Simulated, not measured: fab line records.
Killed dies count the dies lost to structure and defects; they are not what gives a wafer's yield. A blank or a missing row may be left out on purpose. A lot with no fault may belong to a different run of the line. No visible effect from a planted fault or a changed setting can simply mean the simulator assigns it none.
Chamber matching -- flow berkeley-cmos170 -- 4 sister chambers for UCB170_V1_CMP_02 on cmp-01
The step polishes SiO2. 4 wafers are shown with their chamber, then 7 later ones without.

## WAFERS WITH THEIR CHAMBER
wafer,chamber,motor-current-A (A)
L172.3,0,15.0
L177.5,2,13.8
L179.1,3,12.9
L179.2,1,16.8

## WAFERS WITHOUT THEIR CHAMBER
wafer,motor-current-A (A)
L179.3,15.0
L180.1,14.6
L180.5,13.0
L180.6,15.9
L191.1,14.0
L191.3,17.1
L191.4,15.9

## EACH ONE'S CHAMBER
wafer,from the rows above,in truth
L179.3,0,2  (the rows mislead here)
L180.1,can't be placed: 0 or 2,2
L180.5,can't be placed: 3 or 2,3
L180.6,can't be placed: 0 or 1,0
L191.1,can't be placed: 2 or 0 or 3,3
L191.3,1,1
L191.4,can't be placed: 0 or 1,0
Placed correctly: 1 of 7. From these rows, 5 cannot be placed; in 5 the true chamber is one of the candidates. Number placed wrongly: 1.
How it was worked out, from the rows above alone: a wafer's distance from a chamber is the root of the sum, over the readings, of the square of ((its reading less the chamber's mean) divided by the reading's scatter). The wafer belongs to the nearest chamber; if the next one is less than 2 further off, it can't be placed. The mean given for a chamber averages the wafers shown for that chamber. The scatter: root of mean squared gap, hidden wafer to nearest shown wafer, with one shown wafer a chamber.
